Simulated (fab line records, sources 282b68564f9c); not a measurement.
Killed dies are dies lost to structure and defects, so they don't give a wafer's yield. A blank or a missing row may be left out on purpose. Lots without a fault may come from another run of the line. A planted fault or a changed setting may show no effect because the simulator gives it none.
A struck lot beside a sound one | flow rit_cmos | 43 steps out of a route of 202
Sound: wafers L352.2, L352.4, L352.6. Struck: wafers L359.1, L359.2, L359.6. The cause comes at the end.
At each step with rows: each side's tool, then ch and its chambers, then its first start. Under that, the readings that differ: sound wafers | struck wafers | difference of the means | sigmas: that difference in standard deviations of wafers without a fault.
alike: readings whose means differ by less than 2 such deviations, and words and numbers that are the same on both sides. not compared: withheld readings, readings that some wafer has no value for, bounds like >300 that may hide the same value, and numbers for which the record gives no deviation and whose values overlap.
The two part at a step that has a row with sigmas, a row that says differs or no value, or rows on one side only. Numbers that don't overlap but have no deviation are shown without sigmas and don't part them. A reading that every wafer of one side lacks parts them only if that side has two wafers or more.

first, 3 steps without rows for these wafers: RIT_PRETRO_EXPOSE_03 (exposes mask M5, target cd 43700 nm); RIT_PRETRO_PEB_04; RIT_PRETRO_DEVELOP_05 (develop time 68 s).
RIT_PRETRO_OVL_MEAS_06:
  sound on overlay-01, day 3 13:46; struck on overlay-02, day 4 23:50
  alike: PRETRO_OVL
then, 2 steps without rows for these wafers: RIT_PRETRO_HARDBAKE_07 (time 120 s); RIT_PRETRO_IMPLANT_08.
RIT_PRETRO_STRIP_09: strips in O2, time 180 s.
  sound on plasma_asher-01 ch 0,1, day 3 14:11; struck on plasma_asher-04 ch 0,1, day 5 00:16
  alike: drypump_motor_current_A
  not compared: rf_hours_counter_h
RIT_PRETRO_TW_MEAS_10:
  sound on film_metro-01, day 3 14:22; struck on film_metro-04, day 5 00:26
  alike: PRETRO_TW
then, 4 steps without rows for these wafers: RIT_GATE_WET_ETCH_00 (etches SiO2 in BOE, target depth 56 nm, time 60 s); RIT_GATE_CLEAN_01 (cleans in SC1, time 600 s); RIT_GATE_CLEAN_02 (cleans in dHF, time 30 s); RIT_GATE_CLEAN_03 (cleans in SC2, time 600 s).
RIT_GATE_CLEAN_04: cleans in dHF, time 60 s.
  sound on wet_bench-01 ch 0, day 3 14:49; struck on wet_bench-02 ch 1, day 5 00:55
RIT_FOX2_THK_MEAS_91:
  sound on film_metro-04, day 3 14:52; struck on film_metro-03, day 5 00:56
  alike: FIELD_OXIDE_LEFT_2_THK
then, 2 steps without rows for these wafers: RIT_GATE_OXIDATION_05 (target thk 3 nm, ox time 270 s); RIT_GATE_ANNEAL_06 (time 600 s).
RIT_GATE_THK_MEAS_07:
  sound on film_metro-03, day 3 16:19; struck on film_metro-04, day 5 02:34
  alike: GATE_OXIDE_THK
then, 1 step without rows for these wafers: RIT_GATE_CVD_08 (deposits poly-Si from SiH4, target thk 250 nm, time 2220 s).
RIT_GATE_THK_MEAS_09:
  sound on film_metro-04, day 3 18:11; struck on film_metro-04, day 5 04:14
  alike: GATE_POLY_THK
then, 6 steps without rows for these wafers: RIT_GATE_HMDS_10 (prime time 60 s); RIT_GATE_COAT_11 (resist thk 850 nm); RIT_GATE_SOFTBAKE_12 (time 60 s); RIT_GATE_EXPOSE_13 (exposes mask M6, target cd 150 nm); RIT_GATE_PEB_14; RIT_GATE_DEVELOP_15 (develop time 50 s).
RIT_GATE_CD_MEAS_16: target cd 150 nm.
  sound on cd_sem-02, day 3 19:08; struck on cd_sem-01, day 5 05:25
  alike: cd_nm
RIT_GATE_OVL_MEAS_17:
  sound on overlay-02, day 3 19:15; struck on overlay-02, day 5 05:32
  alike: GATE_OVL
then, 1 step without rows for these wafers: RIT_GATE_HARDBAKE_18 (time 60 s).
RIT_GATE_ETCH_19: etches poly-Si in SF6/CHF3/O2, stops on SiO2, time 165 s, target depth 312.5 nm.
  sound on rie_si-02 ch 1,3, day 3 19:26; struck on rie_si-01 ch 0,1,3, day 5 05:50
  alike: O2_flow_sccm, drypump_motor_current_A, oes_product_au, throttle_valve_pct
  not compared: rf_hours_counter_h
RIT_GATE_STRIP_20: strips in O2, time 180 s.
  sound on plasma_asher-01 ch 0,1, day 3 19:32; struck on plasma_asher-03 ch 0,1, day 5 05:57
  alike: drypump_motor_current_A
  not compared: rf_hours_counter_h
RIT_GATE_CD_MEAS_90: target cd 150 nm.
  sound on cd_sem-02, day 3 19:44; struck on cd_sem-01, day 5 06:07
  alike: cd_nm
then, 4 steps without rows for these wafers: RIT_REOX_CLEAN_00 (cleans in SC1, time 600 s); RIT_REOX_CLEAN_01 (cleans in dHF, time 30 s); RIT_REOX_CLEAN_02 (cleans in SC2, time 600 s); RIT_REOX_OXIDATION_03 (target thk 25.2 nm, ox time 5580 s).
RIT_REOX_THK_MEAS_04:
  sound on film_metro-04, day 3 23:14; struck on film_metro-03, day 5 09:10
  alike: REOX_OXIDE_THK
then, 6 steps without rows for these wafers: RIT_NLDD_HMDS_00 (prime time 60 s); RIT_NLDD_COAT_01 (resist thk 1000 nm); RIT_NLDD_SOFTBAKE_02 (time 60 s); RIT_NLDD_EXPOSE_03 (exposes mask M7, target cd 40700 nm); RIT_NLDD_PEB_04; RIT_NLDD_DEVELOP_05 (develop time 50 s).
RIT_M1_PROBE_99:
  sound on prober-02, day 4 15:35; struck on prober-01, day 6 02:50
  reading             | sound | struck   | difference | sigmas
  killed_at_front_end | 9 6 7 | 40 25 31 | +25        | +9
  killed_dies         | 9 6 7 | 40 25 31 | +25        | +9
  killed_on_rim       | 4 2 0 | 9 6 7    | +5         | +4
  alike: killed_at_contacts, killed_open, killed_short

WHERE THEY PART
Only at RIT_M1_PROBE_99, within this record.

WHY: what the simulator had put in
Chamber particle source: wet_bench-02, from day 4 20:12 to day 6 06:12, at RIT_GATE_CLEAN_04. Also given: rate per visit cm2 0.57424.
